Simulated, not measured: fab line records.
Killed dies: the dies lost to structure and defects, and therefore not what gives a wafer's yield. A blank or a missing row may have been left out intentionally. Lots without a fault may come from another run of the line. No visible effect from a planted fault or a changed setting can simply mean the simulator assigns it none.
2 desks, one fault ; flow berkeley-cmos170 ; only its own numbers are on each desk; what lay behind them is given at the end

TOOL OWNER'S DESK, plasma-asher-04
The tool's own readings at UCB170_NVT_STRIP_08 (strips in O2): means of the sampled wafers that have a number, for each lot that ran on this tool. The brackets show how far a lot's mean lies from the usual mean; more than 4 standard deviations puts the lot out of limits, marked OUT.
Columns: A = drypump-motor-current-A at UCB170_NVT_STRIP_08, usual 5.6 A; B = oes-product-au at UCB170_NVT_STRIP_08, usual 0.734 a.u.; C = strip-time-to-endpoint-s at UCB170_NVT_STRIP_08, usual 21.65 s
lot;first seen here;A;B;C
L156;day 5 21:19;5.9;0.735;21.69
L157;day 6 09:20;5.9;0.737;21.69
L159;day 6 13:43;5.7;0.731;21.66
L166;day 7 21:50;5.9;0.732;21.58
L162;day 7 22:07;5.9;0.739;21.71
L167;day 8 05:14;5.9;0.732;21.67
L169;day 9 00:33;5.9;0.728;21.70
L174;day 9 05:07;5.9;0.733;21.65
This desk found nothing out of limits on any of the 8 lots.

AT THE METROLOGY DESK
What the gauges read for every lot (on any tool): the sampled wafers with a number, averaged. The brackets show how far a lot's mean lies from the usual mean; more than 4 standard deviations puts the lot out of limits, marked OUT.
Columns: A = V1_OVL at UCB170_V1_OVL_MEAS_13, usual -2 nm; B = M3_AL_RS at UCB170_M3_RS_MEAS_02, usual 0.0321 ohm/sq
lot;first seen here;A;B
L156;day 7 20:14;1;0.0319
L154;day 7 20:21;-5;0.0320
L157;day 7 23:45;-6;0.0325
L158;day 8 14:58;4;0.0323
L159;day 8 15:16;-1;0.0324
L160;day 8 15:59;2;0.0321
L163;day 9 14:08;2;0.0316
L162;day 9 14:15;-9;0.0317
L166;day 9 14:25;-2;0.0325
L167;day 10 09:58;6;0.0319
L169;day 10 21:19;-7;0.0317
L174;day 10 23:26;5;0.0320
L175;day 11 17:36;-3;0.0317
L177;day 11 23:31;-1;0.0322
This desk found nothing out of limits on any of the 14 lots.

BROUGHT TOGETHER
The tool owner's desk saw nothing out of limits.
At the metrology desk, nothing out of limits was observed.

WHAT THE SIMULATOR HAD PUT IN
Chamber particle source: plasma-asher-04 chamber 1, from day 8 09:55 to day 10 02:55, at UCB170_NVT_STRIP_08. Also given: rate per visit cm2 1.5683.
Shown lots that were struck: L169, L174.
